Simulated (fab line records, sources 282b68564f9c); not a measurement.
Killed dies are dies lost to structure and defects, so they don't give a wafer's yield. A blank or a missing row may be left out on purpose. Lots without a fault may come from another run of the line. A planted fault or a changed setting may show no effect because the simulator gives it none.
A struck lot beside a sound one | flow rit_cmos | 15 steps out of a route of 202
Sound: wafers L542.3, L542.4, L542.6. Struck: wafers L556.1, L556.5, L556.6. The cause comes at the end.
At each step with rows: each side's tool, then ch and its chambers, then its first start. Under that, the readings that differ: sound wafers | struck wafers | difference of the means | sigmas: that difference in standard deviations of wafers without a fault.
alike: readings whose means differ by less than 2 such deviations, and words and numbers that are the same on both sides. not compared: withheld readings, readings that some wafer has no value for, bounds like >300 that may hide the same value, and numbers for which the record gives no deviation and whose values overlap.
The two part at a step that has a row with sigmas, a row that says differs or no value, or rows on one side only. Numbers that don't overlap but have no deviation are shown without sigmas and don't part them. A reading that every wafer of one side lacks parts them only if that side has two wafers or more.

RIT_M1_SPUTTER_00: material Al, target thk 400 nm, time 500 s.
  sound on pvd_sputter-03, day 3 16:24; struck on pvd_sputter-04, day 6 12:35
  reading                | sound          | struck         | difference | sigmas
  throttle_valve_pct (%) | 32.5 30.7 32.5 | 29.7 29.9 30.5 | -1.9       | -2
RIT_M1_RS_MEAS_01: measures by four-point-probe.
  sound on film_metro-02, day 3 16:44; struck on film_metro-03, day 6 12:53
  alike: M1_AL_RS
RIT_M1_THK_MEAS_02: measures by xrf.
  sound on film_metro-02, day 3 16:50; struck on film_metro-03, day 6 13:00
  alike: M1_AL_THK
then, 6 steps without rows for these wafers: RIT_M1_HMDS_03 (prime time 60 s); RIT_M1_COAT_04 (resist thk 1300 nm); RIT_M1_SOFTBAKE_05 (time 60 s); RIT_M1_EXPOSE_06 (exposes mask M12, target cd 2600 nm); RIT_M1_PEB_07; RIT_M1_DEVELOP_08 (develop time 68 s).
RIT_M1_CD_MEAS_09: target cd 2600 nm.
  sound on cd_sem-01, day 3 17:55; struck on cd_sem-02, day 6 14:04
  alike: cd_nm
RIT_M1_OVL_MEAS_10:
  sound on overlay-01, day 3 18:01; struck on overlay-01, day 6 14:11
  alike: M1_OVL
then, 1 step without rows for these wafers: RIT_M1_HARDBAKE_11 (time 120 s).
RIT_M1_METAL_ETCH_12: etches Al in Cl2/BCl3, stops on SiO2, time 165 s, target depth 600 nm.
  sound on rie_metal-02 ch 0,1, day 3 18:20; struck on rie_metal-01 ch 0,1, day 6 14:28
  reading                                 | sound             | struck                  | difference | sigmas
  oes_product_au (a.u.)                   | 0.783 0.772 0.772 | 0.858 0.857 0.814       | +0.067     | +5
  over_etch_frac                          | 0.5 0.5 0.5       | 0.30257 0.30257 0.30257 | -0.19743   |
  model.NOVOLAK_of_M1_COAT_04.thk_nm (nm) | 801.1 808.2 808.9 | 849.5 848.6 853.9       | +44.6      |
  alike: drypump_motor_current_A, throttle_valve_pct
  not compared: rf_hours_counter_h
then, 1 step without rows for these wafers: RIT_M1_STRIP_13 (strips in nmp, time 600 s).
RIT_M1_PROBE_99:
  sound on prober-01, day 3 20:38; struck on prober-02, day 6 19:19
  alike: defect_limited_yield, killed_at_front_end, killed_dies, killed_open, killed_short, sort_bin_3_pad_short, sort_bin_5_function, sort_bin_6_memory, sort_n_pass, sort_yield_pct
  not compared: model.etest.antenna_m1.vt_shift_v

WHERE THEY PART
First at RIT_M1_SPUTTER_00; last, within this record, at RIT_M1_METAL_ETCH_12. Later steps at which nothing parts them and some readings are alike: RIT_M1_PROBE_99.

WHY: what the simulator had put in
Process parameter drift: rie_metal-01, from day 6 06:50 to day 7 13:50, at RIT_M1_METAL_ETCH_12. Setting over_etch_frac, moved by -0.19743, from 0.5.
